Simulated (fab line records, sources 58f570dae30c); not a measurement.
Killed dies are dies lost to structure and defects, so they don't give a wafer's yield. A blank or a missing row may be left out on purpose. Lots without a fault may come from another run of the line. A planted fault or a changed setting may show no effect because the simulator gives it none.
Chamber matching | flow berkeley_cmos170 | UCB170_V2_CMP_02 on cmp-01: 4 sister chambers
The step polishes SiO2. 8 wafers are shown with their chamber, then 12 later ones without.

WAFERS WITH THEIR CHAMBER
wafer  | chamber | motor_current_A (A)
L079.3 | 1       | 16.8
L088.6 | 3       | 15.5
L088.1 | 1       | 17.7
L088.4 | 0       | 14.5
L088.5 | 2       | 15.6
L085.1 | 0       | 14.0
L085.3 | 2       | 15.3
L085.4 | 3       | 15.1

WAFERS WITHOUT THEIR CHAMBER
wafer  | motor_current_A (A)
L089.1 | 16.3
L089.2 | 17.6
L089.3 | 15.7
L091.2 | 15.9
L091.4 | 15.6
L091.6 | 14.8
L095.1 | 16.0
L095.3 | 15.8
L095.5 | 16.8
L093.2 | 15.9
L093.3 | 17.4
L093.6 | 17.6

WHICH CHAMBER EACH WENT THROUGH
wafer  | from the rows above          | in truth
L089.1 | can't be placed: 2 or 1 or 3 | 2
L089.2 | 1                            | 1
L089.3 | can't be placed: 2 or 3      | 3
L091.2 | can't be placed: 2 or 3      | 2
L091.4 | can't be placed: 2 or 3      | 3
L091.6 | can't be placed: 3 or 0 or 2 | 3
L095.1 | can't be placed: 2 or 3 or 1 | 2
L095.3 | can't be placed: 2 or 3      | 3
L095.5 | 1                            | 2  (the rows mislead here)
L093.2 | can't be placed: 2 or 3      | 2
L093.3 | 1                            | 1
L093.6 | 1                            | 1
Placed correctly: 3 of 12. Can't be placed from these rows: 8 (the true chamber is among the candidates in 8). Placed wrongly: 1.
How it was worked out, from the rows above alone: a wafer's distance from a chamber is the root of the sum, over the readings, of the square of ((its reading less the chamber's mean) divided by the reading's scatter). The wafer belongs to the nearest chamber; if the next one is less than 2 further off, it can't be placed. A chamber's mean is the mean of its shown wafers. The scatter: the root of (the sum of the squares of (reading less its chamber's mean) over the shown wafers, divided by (wafers less chambers)).
